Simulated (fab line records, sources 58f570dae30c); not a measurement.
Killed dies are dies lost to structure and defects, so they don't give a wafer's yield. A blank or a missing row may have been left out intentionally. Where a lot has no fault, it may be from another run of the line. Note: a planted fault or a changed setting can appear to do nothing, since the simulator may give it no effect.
Split-lot trial + flow berkeleyCmos170 + 23 wafers read across 5 lots, on a route 331 steps long

ABOUT THE SPLIT
At UCB170_V1_CMP_02 (polishes SiO2), the setting leaveAboveRefNm was moved away from the recipe's 1000 nm on 8 of the 23 wafers read, by -4.6% to +5.3%. This setting was run at the recipe's value on the other wafers.

There is no step in the file separating the split from the reading.

THE READING
V1_POLISHED_THK in nanometres, read at UCB170_V1_THK_MEAS_04. On this fab line, fault-free wafers typically give 1000.4 nm with a standard deviation of 1.1 nm.

| wafer  | tool, chamber at the split | leaveAboveRefNm as run, nm | against the recipe | V1_POLISHED_THK, nm | against lot-mates on the recipe |
|--------|----------------------------|----------------------------|--------------------|---------------------|---------------------------------|
| L074.1 | cmp-02, 1                  | 1000                       | recipe             | 998.6               | -                               |
| L074.2 | cmp-02, 2                  | 1000                       | recipe             | 999.9               | -                               |
| L074.4 | cmp-02, 0                  | 1000                       | recipe             | 998.5               | -                               |
| L074.5 | cmp-02, 0,1                | 1053                       | +5.3%              | 1052.5              | +53.5                           |
| L074.6 | cmp-02, 0,1                | 1053                       | +5.3%              | 1052.8              | +53.8                           |
| L077.1 | cmp-02, 3                  | 1000                       | recipe             | 1002.4              | -                               |
| L077.2 | cmp-02, 1,2,3              | 1000                       | recipe             | 1000.7              | -                               |
| L077.3 | cmp-02, 1,2,3              | 1000                       | recipe             | 999.4               | -                               |
| L077.4 | cmp-02, 0                  | 1000                       | recipe             | 1000.0              | -                               |
| L077.6 | cmp-02, 1,2,3              | 1000                       | recipe             | 1000.1              | -                               |
| L076.1 | cmp-01, 1                  | 1000                       | recipe             | 1000.6              | -                               |
| L076.4 | cmp-01, 0                  | 1000                       | recipe             | 1001.0              | -                               |
| L076.5 | cmp-01, 0                  | 1000                       | recipe             | 1001.3              | -                               |
| L080.1 | cmp-02, 2                  | 1000                       | recipe             | 1001.6              | -                               |
| L080.2 | cmp-02, 0                  | 1000                       | recipe             | 1000.1              | -                               |
| L080.4 | cmp-02, 3                  | 954.4                      | -4.6%              | 954.7               | -46.1                           |
| L080.5 | cmp-02, 0                  | 954.4                      | -4.6%              | 953.6               | -47.2                           |
| L080.6 | cmp-02, 3                  | 954.4                      | -4.6%              | 955.0               | -45.9                           |
| L083.1 | cmp-01, 2,0                | 1026                       | +2.6%              | 1027.6              | +27.3                           |
| L083.2 | cmp-01, 1                  | 1026                       | +2.6%              | 1026.4              | +26.2                           |
| L083.3 | cmp-01, 2,0                | 1026                       | +2.6%              | 1025.8              | +25.5                           |
| L083.4 | cmp-01, 3                  | 1000                       | recipe             | 1000.7              | -                               |
| L083.5 | cmp-01, 1                  | 1000                       | recipe             | 999.8               | -                               |
When a row names more than one chamber, that row covers several wafers, and the file does not tell which wafer ran in which chamber.

FIT RESULTS
A straight line over all 23 wafers: V1_POLISHED_THK changes by +9.99 nm for each +1% of leaveAboveRefNm; r = +1.00; the points scatter about the line by 0.97 nm.
The same after taking each lot's own level away (the mean of its wafers on the recipe; 23 wafers): +10.2 nm for each +1%; r = +1.00; scatter 0.73 nm.
According to that fit, moving leaveAboveRefNm by its largest amount changes the reading by 54 nm.
The lots' own levels span 999.00 to 1000.97 nm, that is 1.8 times the standard deviation above.
The two slopes are in agreement: the lot-to-lot level therefore moves the slope only a little.
Check: with one of the wafers moved furthest among these (+5.3%) left out of the fit, the line predicts +53.8 nm for it against its lot-mates. Against them it came out at +53.5 nm.

FURTHER SPLITS ON THESE WAFERS
These wafers also went through other splits before the reading. Each is held against what the fit with the lots' levels taken away leaves over:
| other split on the same wafers    | wafers away from the commonest value | r with V1_POLISHED_THK (lot level and that fit taken away) |
|-----------------------------------|--------------------------------------|------------------------------------------------------------|
| UCB170_NSD_IMPLANT_08 energyKev   | 5                                    | +0.04                                                      |
| UCB170_SILICIDE_SPUTTER_01 powerW | 4                                    | +0.12                                                      |
| UCB170_M1_PEB_07 pebTempC         | 8                                    | +0.19                                                      |

THE WHOLE CHAIN: every reading that the file lists as answering this split, in the file's order
| step                  | what it does                                                              | reading                                                                  | change (the file's fit)              | r (the file's) |
|-----------------------|---------------------------------------------------------------------------|--------------------------------------------------------------------------|--------------------------------------|----------------|
| UCB170_V1_CMP_02      | polishes SiO2                                                             | SiO2_of_V1_CVD_00.thkNm (the simulator's own value, which no gauge read) | +10.1 nm for each +1% of the setting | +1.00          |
| UCB170_V1_THK_MEAS_04 |                                                                           | V1_POLISHED_THK                                                          | +10.1 for each +1% of the setting    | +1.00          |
| UCB170_V1_ETCH_14     | etches SiO2 in CHF3/CF4/Ar, stops on Al, target depth 1250 nm, time 291 s | V1.featureDepthNm (the simulator's own value, which no gauge read)       | +10.1 nm for each +1% of the setting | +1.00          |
| UCB170_V1_ETCH_14     | etches SiO2 in CHF3/CF4/Ar, stops on Al, target depth 1250 nm, time 291 s | etch.depthNm (the simulator's own value, which no gauge read)            | +10.1 nm for each +1% of the setting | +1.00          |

FILE'S OWN FIT
V1_POLISHED_THK changes by +10.1 nm for each +1% of leaveAboveRefNm, r = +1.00.
